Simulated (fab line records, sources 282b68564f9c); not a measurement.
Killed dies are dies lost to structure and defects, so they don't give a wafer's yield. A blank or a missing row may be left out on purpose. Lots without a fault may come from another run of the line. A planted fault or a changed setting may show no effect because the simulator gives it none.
fab line records | flow rit_cmos
record lots=6 wafers=18 last_day=7
route steps=202 shown PRETRO@69 GATE@75 FOX2@80 M1@202
lots that met no fault: from a run of the same line without faults
start_h: hours from the record's first day to the start of the lot's first wafer shown | wait_h: hours since the lot's step before | " the same as in the row above | L1.1+2: a row that stands for several wafers | - no value, or no start given | * or withheld: withheld | < > ~ a bound
route shown NAME@n: a module of which the file shows steps, and the number in the route of the first | usual: mean/standard deviation of fault-free wafers | same: alike in all rows | chamber/n: place in a boat | sites: the reading at each site | _std_site: their standard deviation | _edge_site: outer sites' mean less inner sites' | radius_mm: how far each site lies from the wafer's centre | mask NAME#n: copy n | behind: the tool/chamber that last shaped the wafer | hold: why the lot was held/for how many hours/how that ended | device: the transistor (n, p or np) that didn't switch | end of line: the same wafers' tests at the end of the route | a step without rows: its recipe alone | killed: dies lost to structure and defects at the first sort, not the wafer's yield | map: a wafer's dies, x killed, . not, _ none there
set.NAME: the setting as run; set.NAME@STEP: as run at that earlier step | model.NAME: the simulator's own value behind a step, which no gauge read
lots at some steps of the route; a table a step, a row a wafer
services: from which hour (start_h, from the record's first day; less than 0 if before it) a tool's chamber was out of use, for how many hours, and why
## steps
# step RIT_PRETRO_DEVELOP_05
# recipe resist=NOVOLAK develop_time_s=68 dev_temp_c=21.9
# step RIT_PRETRO_OVL_MEAS_06
# usual PRETRO_OVL=-0.3/1.4
# columns lot.wafer tool chamber start_h wait_h PRETRO_OVL[nm]
L298.4 overlay-02 - 53.75 - 1.9
L298.5 " - " " 1.5
L298.6 " - " " 1.3
L300.1 overlay-01 - 65.22 - -0.3
L300.5 " - " " -1.0
L300.6 " - " " -1.5
L308.2 overlay-02 - 104.46 - -2.3
L308.3 " - " " -1.2
L308.4 " - " " -0.1
L309.1 overlay-01 - 107.89 - 1.8
L309.4 " - " " 3.3
L309.6 " - " " -0.1
L311.1 overlay-02 - 120.61 - -0.3
L311.2 " - " " 0.5
L311.4 " - " " -0.1
L312.1 overlay-02 - 125.17 - 1.9
L312.2 " - " " 0.3
L312.3 " - " " 0.8
# step RIT_PRETRO_HARDBAKE_07
# recipe resist=NOVOLAK temp_c=140 time_s=120
# step RIT_PRETRO_IMPLANT_08
# recipe species=B energy_kev=45 dose_cm2=1.2e+13 tilt_deg=7
# step RIT_PRETRO_STRIP_09
# recipe chemistry=O2 time_s=180 resist=NOVOLAK platen_temp_c=withheld power_w=500 pressure_mtorr=4000 o2_flow_sccm=4000
# usual drypump_motor_current_A=5.56/0.28 rf_refl_power_W=7.2/1.3
# columns lot.wafer tool chamber start_h wait_h drypump_motor_current_A rf_hours_counter_h rf_refl_power_W
L298.4 plasma_asher-01 0 54.23 0.1 5.56 - 5.9
L298.5 " 0 " " 5.56 - 5.7
L298.6 " 1 " " 6.06 - 5.2
L300.1 plasma_asher-01 1 65.65 0.1 6.03 42 5.3
L300.5 " 0 " " 5.55 - 5.8
L300.6 " 1 " " 6.03 - 5.2
L308.2 plasma_asher-02 1 104.89 0.1 5.71 30 8.0
L308.3 " 0 " " 5.12 - 6.1
L308.4 " 1 " " 5.73 - 8.0
L309.1 plasma_asher-03 0 108.33 0.1 5.53 46 7.7
L309.4 " 0 " " 5.54 - 7.8
L309.6 " 0 " " 5.56 - 7.9
L311.1 plasma_asher-03 1 121.04 0.1 5.65 1 9.0
L311.2 " 0 " " 5.55 1 7.8
L311.4 " 1 " " 5.64 - 9.0
L312.1 plasma_asher-02 1 125.61 0.1 5.70 33 8.2
L312.2 " 0 " " 5.12 33 6.2
L312.3 " 0 " " 5.13 - 6.1
# step RIT_PRETRO_TW_MEAS_10
# usual PRETRO_TW=472/4
# columns lot.wafer tool chamber start_h wait_h PRETRO_TW
L298.4 film_metro-01 - 54.38 0.1 470
L298.5 " - " " 467
L298.6 " - " " 469
L300.1 film_metro-01 - 65.83 0.1 467
L300.5 " - " " 466
L300.6 " - " " 467
L308.2 film_metro-03 - 105.13 0.2 474
L308.3 " - " " 475
L308.4 " - " " 477
L309.1 film_metro-03 - 108.50 0.1 477
L309.4 " - " " 476
L309.6 " - " " 474
L311.1 film_metro-03 - 121.22 0.1 474
L311.2 " - " " 475
L311.4 " - " " 474
L312.1 film_metro-01 - 125.78 0.1 469
L312.2 " - " " 464
L312.3 " - " " 469
# step RIT_GATE_WET_ETCH_00
# recipe chemistry=BOE target=SiO2 target_depth_nm=56 time_s=60 dry=n2_spin dilution=10:1 temp_c=21.5
# step RIT_GATE_CLEAN_01
# recipe chemistry=SC1 mix=3:3:50 time_s=600 temp_c=75
# step RIT_GATE_CLEAN_02
# recipe chemistry=dHF dilution=50:1 time_s=30
# step RIT_GATE_CLEAN_03
# recipe chemistry=SC2 mix=3:3:50 time_s=600 temp_c=75 dry=n2_spin
# step RIT_GATE_CLEAN_04
# recipe chemistry=dHF dilution=50:1 time_s=60 dry=n2_spin
# step RIT_FOX2_THK_MEAS_91
# recipe reads=SiO2_of_FOX2_OXIDATION_00
# usual FIELD_OXIDE_LEFT_2_THK=255/6.5
# columns lot.wafer tool chamber start_h wait_h FIELD_OXIDE_LEFT_2_THK[nm]
L298.4 film_metro-01 - 54.89 0.0 257
L298.5 " - " " 253
L298.6 " - " " 261
L300.1 film_metro-03 - 66.32 0.0 256
L300.5 " - " " 259
L300.6 " - " " 253
L308.2 film_metro-01 - 105.61 0.0 259
L308.3 " - " " 260
L308.4 " - " " 268
L309.1 film_metro-01 - 108.99 0.0 256
L309.4 " - " " 257
L309.6 " - " " 258
L311.1 film_metro-03 - 121.70 0.0 261
L311.2 " - " " 259
L311.4 " - " " 261
L312.1 film_metro-03 - 126.29 0.0 259
L312.2 " - " " 261
L312.3 " - " " 260
# step RIT_GATE_OXIDATION_05
# recipe temp_c=900 ambient=O2 target_thk_a=30 ox_time_s=270
# columns lot.wafer tool chamber start_h wait_h model.SiO2_of_GATE_OXIDATION_05.thk_nm
L298.4 furnace-04 0 54.92 0.0 3.023
L298.5 " 0 " " 3.086
L298.6 " 0 " " 3.088
L300.1 furnace-01 0 68.10 1.8 3.104
L300.5 " 0 " " 3.065
L300.6 " 0 " " 3.032
L308.2 furnace-03 0 107.05 1.4 2.966
L308.3 " 0 " " 2.984
L308.4 " 0 " " 2.94
L309.1 furnace-04 0 109.25 0.3 2.806
L309.4 " 0 " " 2.793
L309.6 " 0 " " 2.771
L311.1 furnace-01 0 122.97 1.3 3.13
L311.2 " 0 " " 3.084
L311.4 " 0 " " 3.108
L312.1 furnace-04 0 126.35 0.1 2.667
L312.2 " 0 " " 2.748
L312.3 " 0 " " 2.761
# step RIT_GATE_ANNEAL_06
# recipe temp_c=900 time_s=600 ambient=N2O
# step RIT_GATE_THK_MEAS_07
# recipe reads=SiO2_of_GATE_OXIDATION_05
# usual GATE_OXIDE_THK=3.02/0.062
# columns lot.wafer tool chamber start_h wait_h GATE_OXIDE_THK[nm]
L298.4 film_metro-04 - 56.27 0.0 3.05
L298.5 " - " " 3.10
L298.6 " - " " 3.05
L300.1 film_metro-01 - 69.43 0.0 3.11
L300.5 " - " " 3.07
L300.6 " - " " 3.04
L308.2 film_metro-01 - 109.26 0.0 2.98
L308.3 " - " " 2.99
L308.4 " - " " 2.96
L309.1 film_metro-04 - 111.89 0.0 2.76
L309.4 " - " " 2.76
L309.6 " - " " 2.74
L311.1 film_metro-04 - 124.53 0.0 3.12
L311.2 " - " " 3.06
L311.4 " - " " 3.09
L312.1 film_metro-01 - 127.68 0.0 2.65
L312.2 " - " " 2.78
L312.3 " - " " 2.79
# step RIT_GATE_CVD_08
# recipe material=poly-Si target_thk_nm=250 temp_c=610 precursor=SiH4 time_s=2220 pressure_mtorr=300 sih4_flow_sccm=100
# step RIT_M1_PROBE_99
# usual killed_at_contacts=0.1/0.23 killed_at_front_end=6/3.1 killed_dies=6/3.1 killed_open=3.2/1.9 killed_short=3.2/2.1
# same gross_dies=264 killed_at_M0_to_M3=0 killed_at_M4_up=0 killed_at_back_side=0 killed_at_other=0
# columns lot.wafer tool chamber start_h wait_h killed_at_contacts killed_at_front_end killed_dies killed_open killed_short model.etest.pmos_0p3.r_on_ohm_um model.etest.pmos_turned.r_on_ohm_um model.etest.pmos_0p15.r_on_ohm_um model.etest.nmos_0p3.r_on_ohm_um model.etest.nmos_0p15.drive_ua_um model.etest.nmos_narrow.drive_ua_um model.etest.nmos_0p3.drive_ua_um model.etest.pmos_0p15.drive_ua_um
L298.4 prober-02 - 86.32 0.2 0 7 7 4 3 6416 3459 2774 2124 476.8 222.3 226.3 253.8
L298.5 prober-02 - 86.37 0.2 0 10 10 5 5 6458 3538 2826 2165 457.9 218.4 221 245.8
L298.6 prober-02 - 86.42 0.2 0 6 6 2 4 6428 3558 2848 2182 459.9 215.5 221.9 245.7
L300.1 prober-01 - 93.81 0.1 0 4 4 0 4 6303 3307 2661 2151 471.2 218.8 219.3 260.2
L300.5 prober-01 - 94.01 0.2 0 6 6 3 3 6158 3240 2621 2138 487.8 224.9 227.6 273.2
L300.6 prober-01 - 94.06 0.2 0 3 3 0 3 6170 3265 2625 2102 483.9 225.8 227 267.5
L308.2 prober-02 - 158.79 0.1 1 7 8 7 1 6375 3551 2872 2144 471 234.4 233.9 246.8
L308.3 prober-02 - 158.84 0.2 0 6 6 4 2 6406 3573 2873 2163 471 228 231.8 249.1
L308.4 prober-02 - 158.89 0.2 0 7 7 6 1 6325 3562 2804 2139 481.7 230.9 233.4 254.2
L309.1 prober-02 - 159.04 0.3 0 6 6 2 4 6018 3401 2745 2082 493.9 246.6 244.1 264.4
L309.4 prober-02 - 159.19 0.4 0 3 3 2 1 6032 3431 2734 2074 489.4 252.3 249.3 266.4
L309.6 prober-02 - 159.29 0.4 0 6 6 2 4 5970 3424 2734 2067 494.6 250.3 250.2 264.9
L311.1 prober-01 - 159.04 0.4 1 4 5 4 1 6570 3491 2832 2202 463.2 219.8 216.8 245.9
L311.2 prober-01 - 159.09 0.4 0 4 4 2 2 6523 3490 2810 2205 469.8 221.1 217.2 248.7
L311.4 prober-01 - 159.19 0.5 0 5 5 3 2 6686 3618 2908 2226 457.6 219.3 216.3 237.1
L312.1 prober-01 - 159.64 0.8 0 3 3 1 2 5826 3387 2721 2041 514.9 262.4 257.4 273.1
L312.2 prober-01 - 159.69 0.8 0 3 3 3 0 5897 3365 2683 2033 508.8 250.5 251.4 272.3
L312.3 prober-01 - 159.74 0.8 0 9 9 4 5 6015 3367 2728 2056 501.7 248.8 251.5 267.7
# killed by level:class
L298.4 GATE:geometric_particle:short=3 GATE:geometric_particle:open=2 SPACER:geometric_particle:open=2
L298.5 FOX1:geometric_particle:short=3 REOX:geometric_particle:open=2 FOX1:geometric_particle:open=1 FOX2:geometric_particle:short=1 GATE:geometric_particle:short=1 GATE:geometric_particle:open=1 SPACER:geometric_particle:open=1
L298.6 GATE:geometric_particle:short=2 GATE:geometric_particle:open=1 REOX:geometric_particle:short=1 REOX:geometric_particle:open=1 SPACER:geometric_particle:short=1
L300.1 GATE:geometric_particle:short=2 FOX2:geometric_particle:short=1 REOX:geometric_particle:short=1
L300.5 GATE:geometric_particle:short=2 REOX:geometric_particle:open=2 FOX1:geometric_particle:short=1 SILICIDE:geometric_particle:open=1
L300.6 ACTIVE:geometric_particle:short=1 GATE:geometric_particle:short=1 SILICIDE:geometric_particle:short=1
L308.2 FOX2:geometric_particle:open=3 ACTIVE:geometric_particle:short=1 FOX1:geometric_particle:open=1 REOX:geometric_particle:open=1 SILICIDE:geometric_particle:open=1 CONTACT:geometric_particle:open=1
L308.3 GATE:geometric_particle:open=2 FOX1:geometric_particle:short=1 GATE:geometric_particle:short=1 REOX:geometric_particle:open=1 SPACER:geometric_particle:open=1
L308.4 ACTIVE:geometric_particle:open=1 FOX1:geometric_particle:short=1 FOX1:geometric_particle:open=1 FOX2:geometric_particle:open=1 GATE:geometric_particle:open=1 REOX:geometric_particle:open=1 SILICIDE:geometric_particle:open=1
L309.1 REOX:geometric_particle:short=2 FOX2:geometric_particle:short=1 GATE:geometric_particle:open=1 GATE:geometric_particle:short=1 REOX:geometric_particle:open=1
L311.1 SPACER:geometric_particle:open=2 FOX2:geometric_particle:open=1 SILICIDE:geometric_particle:short=1 CONTACT:geometric_particle:open=1
L311.2 SPACER:geometric_particle:short=2 FOX2:geometric_particle:open=1 GATE:geometric_particle:open=1
L309.4 GATE:geometric_particle:open=1 REOX:geometric_particle:open=1 SPACER:geometric_particle:short=1
L311.4 SILICIDE:geometric_particle:open=2 GATE:geometric_particle:short=1 GATE:geometric_particle:open=1 REOX:geometric_particle:short=1
L309.6 FOX1:geometric_particle:short=2 REOX:geometric_particle:open=2 GATE:geometric_particle:short=1 REOX:geometric_particle:short=1
L312.1 FOX1:geometric_particle:short=1 GATE:geometric_particle:open=1 SILICIDE:geometric_particle:short=1
L312.2 GATE:geometric_particle:open=2 FOX1:geometric_particle:open=1
L312.3 GATE:geometric_particle:short=2 REOX:geometric_particle:open=2 REOX:geometric_particle:short=2 FOX1:geometric_particle:short=1 FOX2:geometric_particle:open=1 SILICIDE:geometric_particle:open=1
## services
# columns tool chamber start_h hours kind
plasma_asher-03 - 44.25 10.6 repair
plasma_asher-02 - 48.76 7.4 repair
furnace-04 - 62.55 2.7 pm
furnace-01 - 81.33 1.7 pm
plasma_asher-02 - 97.46 1.3 repair
plasma_asher-03 - 108.75 9.0 pm
plasma_asher-03 0 108.75 9.0 vent_cycle
plasma_asher-03 1 108.75 9.0 vent_cycle
plasma_asher-03 0 117.75 - clean
plasma_asher-03 1 117.75 - clean
## key
first_sign step=RIT_GATE_THK_MEAS_07 reading=GATE_OXIDE_THK direction=down sigmas=4.4 usual=3.02 struck=2.75
effect none on later readings
model_effect step=RIT_GATE_OXIDATION_05 value=SiO2_of_GATE_OXIDATION_05.thk_nm without=3.047 struck=2.758
model_effect step=RIT_M1_PROBE_99 value=etest.pmos_0p3.r_on_ohm_um without=6447 struck=5959
met_at RIT_GATE_OXIDATION_05
struck_wafers L309.1,L309.4,L309.6,L312.1,L312.2,L312.3
tester_left_out L309,L312
onset_between 54.92 109.25
fault kind=process_parameter_drift tool=furnace-04 chamber=- onset_h=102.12 steps=RIT_GATE_OXIDATION_05 channel=ox_time_s offset=* shape=step end_h=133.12 acts_in=* stated=*
# tester_left_out: of these lots the tester's yield and bins aren't shown, on N5 and GAA mostly nor the transistor test; their killed dies are dies lost to structure and defects alone, not to doping, threshold or leakage, so they don't give the yield
